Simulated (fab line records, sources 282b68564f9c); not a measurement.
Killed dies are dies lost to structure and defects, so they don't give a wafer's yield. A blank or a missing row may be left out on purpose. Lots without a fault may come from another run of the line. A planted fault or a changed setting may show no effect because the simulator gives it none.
Which tool did it? | flow rit_cmos | 14 lots, 42 wafers sampled, at 3 steps of a route of 202

WHAT THE GAUGES READ, wafer by wafer
RIT_NSD_TW_MEAS_10. Usual: NSD_TW 3105, standard deviation 18.
lot  | measured    | on            | NSD_TW         | flag
L949 | day 3 02:12 | film_metro-01 | 3101 3102 3105 |
L950 | day 3 09:07 | film_metro-02 | 3116 3110 3105 |
L951 | day 3 15:03 | film_metro-04 | 3089 3099 3092 |
L952 | day 3 17:25 | film_metro-02 | 3130 3112 3120 |
L953 | day 3 22:02 | film_metro-01 | 3130 3116 3136 |
L954 | day 4 05:00 | film_metro-04 | 3088 3090 3093 |
L955 | day 4 08:54 | film_metro-01 | 3105 3092 3112 |
L956 | day 4 19:19 | film_metro-04 | 3101 3109 3091 |
L961 | day 6 08:17 | film_metro-02 | 3137 3139 3141 |
L962 | day 6 16:04 | film_metro-02 | 3122 3118 3141 |
L964 | day 6 18:44 | film_metro-01 | 3115 3104 3103 |
L963 | day 6 19:22 | film_metro-04 | 3096 3078 3068 |
L968 | day 7 18:04 | film_metro-01 | 2863 2849 2839 | OFF
L970 | day 7 20:23 | film_metro-04 | 2861 2858 2833 | OFF

RIT_SDANNEAL_RS_MEAS_05: measures by four-point-probe. Usual: NSD_RS 84.58 ohm/sq, standard deviation 0.3.
lot  | measured    | on            | NSD_RS (ohm/sq)      | flag
L949 | day 3 04:32 | film_metro-01 | 85.11 84.91 84.77    |
L950 | day 3 11:31 | film_metro-02 | 84.75 84.50 84.69    |
L951 | day 3 17:09 | film_metro-01 | 84.90 85.05 85.07    |
L952 | day 3 19:30 | film_metro-04 | 84.21 84.11 84.25    |
L953 | day 4 00:08 | film_metro-04 | 84.44 84.23 84.24    |
L954 | day 4 07:03 | film_metro-04 | 84.56 84.61 84.47    |
L955 | day 4 10:56 | film_metro-02 | 84.67 84.65 84.71    |
L956 | day 4 21:29 | film_metro-01 | 84.64 84.54 84.58    |
L961 | day 6 10:40 | film_metro-01 | 84.65 84.64 84.55    |
L962 | day 6 19:10 | film_metro-01 | 84.91 84.74 84.58    |
L964 | day 6 21:16 | film_metro-01 | 84.41 84.35 84.39    |
L963 | day 6 22:19 | film_metro-02 | 84.82 84.48 84.90    |
L968 | day 7 20:34 | film_metro-02 | 113.24 113.53 113.33 | OFF
L970 | day 7 22:26 | film_metro-04 | 112.54 112.68 112.58 | OFF

WHICH TOOL RAN EACH LOT (tool, then ch and the chambers of the sampled wafers, then the start)
lot  | RIT_NSD_IMPLANT_08
L949 | implanter-03 ch 0, day 3 01:53
L950 | implanter-01 ch 0, day 3 08:47
L951 | implanter-01 ch 0, day 3 14:44
L952 | implanter-03 ch 0, day 3 17:08
L953 | implanter-01 ch 0, day 3 21:43
L954 | implanter-04 ch 0, day 4 04:43
L955 | implanter-01 ch 0, day 4 08:36
L956 | implanter-01 ch 0, day 4 18:59
L961 | implanter-03 ch 0, day 6 07:57
L962 | implanter-01 ch 0, day 6 15:47
L964 | implanter-04 ch 0, day 6 18:24
L963 | implanter-01 ch 0, day 6 19:04
L968 | implanter-01 ch 0, day 7 17:47
L970 | implanter-01 ch 0, day 7 20:04
- RIT_NSD_IMPLANT_08

WHAT THE TOOLS THEMSELVES READ (means of the sampled wafers that have a number; where no wafer has one, the mark that the record gives instead)
RIT_NSD_IMPLANT_08. Usual: dose_ions_cm2 1e+15, standard deviation 1e+12; faraday_current_uA 3139, standard deviation 63.
lot  | tool         | dose_ions_cm2 | faraday_current_uA | flag
L949 | implanter-03 | 1e+15         | 3172               |
L950 | implanter-01 | 1e+15         | 3144               |
L951 | implanter-01 | 1e+15         | 3141               |
L952 | implanter-03 | 1e+15         | 3104               |
L953 | implanter-01 | 1e+15         | 3177               |
L954 | implanter-04 | 1e+15         | 3167               |
L955 | implanter-01 | 1e+15         | 3200               |
L956 | implanter-01 | 1e+15         | 3082               |
L961 | implanter-03 | 1e+15         | 3147               |
L962 | implanter-01 | 1e+15         | 3165               |
L964 | implanter-04 | 1e+15         | 3219               |
L963 | implanter-01 | 1e+15         | 3135               |
L968 | implanter-01 | 7e+14         | 2210               | OFF
L970 | implanter-01 | 7e+14         | 2213               | OFF

THE ANSWER, worked out from the rows above alone
Rule: a lot is off if the mean of its wafers that have a number lies more than 3 standard deviations from the usual mean. A lot without any number at a reading at which 4 lots or more have one is off too. The other lots that the step has rows for count as sound. The gauges are gone through in route order, then the tools' own readings, and for those a lot's mean is taken as printed above. The first step at which some lot is off is used, and at that step the reading that is off furthest; a lot without a number counts as furthest.
Off: L968, L970, at RIT_NSD_TW_MEAS_10 (NSD_TW).
A tool fits if, at a process step before that reading, it ran every lot that is off, and no sound lot after the first of them. The gauges at RIT_NSD_TW_MEAS_10 aren't tried: what is off there is off at RIT_NSD_IMPLANT_08 too, on other tools, and a gauge's error can't cause that. One fits: implanter-01 at RIT_NSD_IMPLANT_08. Its last sound lot is L963 (day 6 19:04), its first lot that is off L968 (day 7 17:47): a fault that began between those two fits.
The tool's own readings at RIT_NSD_IMPLANT_08 bear it out: on the lots that are off they differ by more than 5 times the standard deviation of the sound lots' means. dose_ions_cm2 reads 7e+14 there against 1e+15 on the sound lots; faraday_current_uA reads 2212 there against 3154 on the sound lots.

WHAT THE SIMULATOR HAD PUT IN
Process parameter drift: implanter-01, from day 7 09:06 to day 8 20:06, at RIT_NSD_IMPLANT_08. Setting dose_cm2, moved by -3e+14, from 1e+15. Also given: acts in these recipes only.
Lots struck among those shown: L968, L970. The rule above found the same.
